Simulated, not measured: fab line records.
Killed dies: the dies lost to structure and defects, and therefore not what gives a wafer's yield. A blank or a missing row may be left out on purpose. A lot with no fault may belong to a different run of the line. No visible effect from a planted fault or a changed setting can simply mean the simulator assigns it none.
Which tool was responsible? + flow rit-cmos + 14 lots (42 wafers sampled), 1 step of a 202-step route

WHAT EACH GAUGE READ, for each wafer
Not one reading of a measure or inspect step in the record can be checked against a usual standard deviation.

WHAT TOOL EACH LOT RAN ON (gives the tool, then ch and the chambers of the sampled wafers, and finally the start)
| lot  | RIT_ACTIVE_STRIP_14                 |
|------|-------------------------------------|
| L990 | plasma-asher-02 ch 0,1, day 2 02:50 |
| L991 | plasma-asher-01 ch 0,1, day 2 06:44 |
| L992 | plasma-asher-04 ch 0,1, day 2 10:55 |
| L993 | plasma-asher-04 ch 0, day 2 16:02   |
| L994 | plasma-asher-04 ch 0, day 2 21:59   |
| L996 | plasma-asher-04 ch 0,1, day 3 10:03 |
| L998 | plasma-asher-04 ch 0,1, day 3 17:13 |
| L999 | plasma-asher-04 ch 0,1, day 3 22:22 |
| L100 | plasma-asher-02 ch 0,1, day 4 02:50 |
| L101 | plasma-asher-01 ch 0,1, day 4 09:56 |
| L102 | plasma-asher-04 ch 0,1, day 4 12:50 |
| L103 | plasma-asher-04 ch 0,1, day 4 18:16 |
| L105 | plasma-asher-01 ch 0,1, day 5 04:21 |
| L110 | plasma-asher-01 ch 0,1, day 6 05:13 |
- RIT_ACTIVE_STRIP_14: strips in O2, time 180 s.

WHAT THE TOOLS THEMSELVES READ (means of the sampled wafers that have a number; where no wafer has one, the mark that the record gives instead)
RIT_ACTIVE_STRIP_14. Usual: chamber-pressure-mTorr 4000 mTorr, standard deviation 3.5; drypump-motor-current-A 6.06 A, standard deviation 0.29.
| lot  | tool            | chamber-pressure-mTorr (mTorr) | drypump-motor-current-A (A) | flag |
|------|-----------------|--------------------------------|-----------------------------|------|
| L990 | plasma-asher-02 | 3997                           | 5.67                        |      |
| L991 | plasma-asher-01 | 4000                           | 6.19                        |      |
| L992 | plasma-asher-04 | 3999                           | 6.11                        |      |
| L993 | plasma-asher-04 | 3999                           | 6.06                        |      |
| L994 | plasma-asher-04 | 3996                           | 6.02                        |      |
| L996 | plasma-asher-04 | 3999                           | 6.10                        |      |
| L998 | plasma-asher-04 | 4001                           | 6.06                        |      |
| L999 | plasma-asher-04 | 4001                           | 6.11                        |      |
| L100 | plasma-asher-02 | 4002                           | 5.68                        |      |
| L101 | plasma-asher-01 | 3997                           | 6.02                        |      |
| L102 | plasma-asher-04 | 3200                           | 6.10                        | OFF  |
| L103 | plasma-asher-04 | 3198                           | 6.11                        | OFF  |
| L105 | plasma-asher-01 | 4001                           | 6.17                        |      |
| L110 | plasma-asher-01 | 3998                           | 6.18                        |      |

THE ANSWER, worked out from the rows above alone
Rule: lot off if the mean of its wafers having a number is beyond 3 standard deviations from the usual mean. A lot without any number at a reading at which 4 lots or more have one is off too. Any other lot the step has rows for is counted as sound. First the gauges in route order, then the tools' own readings, where a lot's mean is used as printed above. The first step at which some lot is off is used, and at that step the reading that is off furthest; a lot without a number counts as furthest.
Off: L102, L103 (RIT_ACTIVE_STRIP_14, chamber-pressure-mTorr).
If a tool, at that step or one of the process steps before it, ran each lot that is off and ran no sound lot following the first of them, it fits. One fits: RIT_ACTIVE_STRIP_14 on plasma-asher-04. Its last sound lot is L999 (day 3 22:22), its first lot that is off L102 (day 4 12:50): a fault that began between those two fits.
The tool's own readings at RIT_ACTIVE_STRIP_14 bear it out: on the lots that are off they differ by more than 5 times the standard deviation of the sound lots' means. chamber-pressure-mTorr reads 3199 mTorr there against 3999 mTorr on the sound lots.

WHAT THE SIMULATOR PUT IN
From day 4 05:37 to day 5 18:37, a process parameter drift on plasma-asher-04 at RIT_ACTIVE_STRIP_14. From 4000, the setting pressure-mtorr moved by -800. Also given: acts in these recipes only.
Lots struck among those shown: L102, L103. Same finding as the rule above.
